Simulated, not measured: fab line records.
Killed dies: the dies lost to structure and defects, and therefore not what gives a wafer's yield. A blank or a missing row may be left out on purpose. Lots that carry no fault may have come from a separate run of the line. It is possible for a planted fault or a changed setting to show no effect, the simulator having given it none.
One fault seen from 2 desks    flow berkeley-cmos170    what lay behind the numbers comes last; until then each desk has only its own

== FROM THE METROLOGY DESK ==
What the gauges read, lot by lot, whatever tool the lot ran on: means of the sampled wafers that have a number. Any lot whose mean is over 4 standard deviations away from the usual mean is out of limits and marked OUT; that distance is given in the brackets.
Columns: A = cd-nm at UCB170_V1_CD_MEAS_90, usual 699.9 nm; B = cd-nm at UCB170_V2_CD_MEAS_12, usual 700.1 nm
lot   first seen here  A      B
L752  day 8 13:07      697.9  700.0
L753  day 8 13:32      699.6  697.5
L755  day 9 02:10      700.3  701.5
L757  day 9 04:23      701.1  699.8
L756  day 9 05:28      697.7  701.3
L758  day 9 11:17      699.2  698.0
L764  day 11 00:50     697.6  699.4
L763  day 11 02:14     701.4  701.7
L766  day 11 12:29     704.6  698.9
L768  day 12 03:47     700.9  701.5
L770  day 12 08:55     700.1  698.9
L771  day 12 11:34     697.5  701.1
L772  day 13 02:08     697.7  700.0
L774  day 13 04:56     700.0  698.6
This desk found nothing out of limits on any of the 14 lots.

== FOR THE TOOL OWNER'S DESK: rie-diel-02 ==
The tool's own readings at UCB170_M3_ETCH_17 (etches BARC in N2/H2): means of the sampled wafers that have a number, for each lot that ran on this tool. Any lot whose mean is over 4 standard deviations away from the usual mean is out of limits and marked OUT; that distance is given in the brackets.
Columns: A = drypump-motor-current-A at UCB170_M3_ETCH_17, usual 5.7 A; B = oes-product-au at UCB170_M3_ETCH_17, usual 0.995 a.u.; C = throttle-valve-pct at UCB170_M3_ETCH_17, usual 13.25 %
lot   first seen here  A    B      C
L757  day 9 11:50      5.4  0.993  13.26
L764  day 11 08:46     5.4  1.001  13.24
L763  day 11 10:41     5.6  0.994  13.36
This desk found nothing out of limits on any of the 3 lots.

== TAKEN TOGETHER ==
At the metrology desk, nothing out of limits was observed.
The tool owner's desk saw nothing out of limits.

== WHAT THE SIMULATOR HAD INSERTED ==
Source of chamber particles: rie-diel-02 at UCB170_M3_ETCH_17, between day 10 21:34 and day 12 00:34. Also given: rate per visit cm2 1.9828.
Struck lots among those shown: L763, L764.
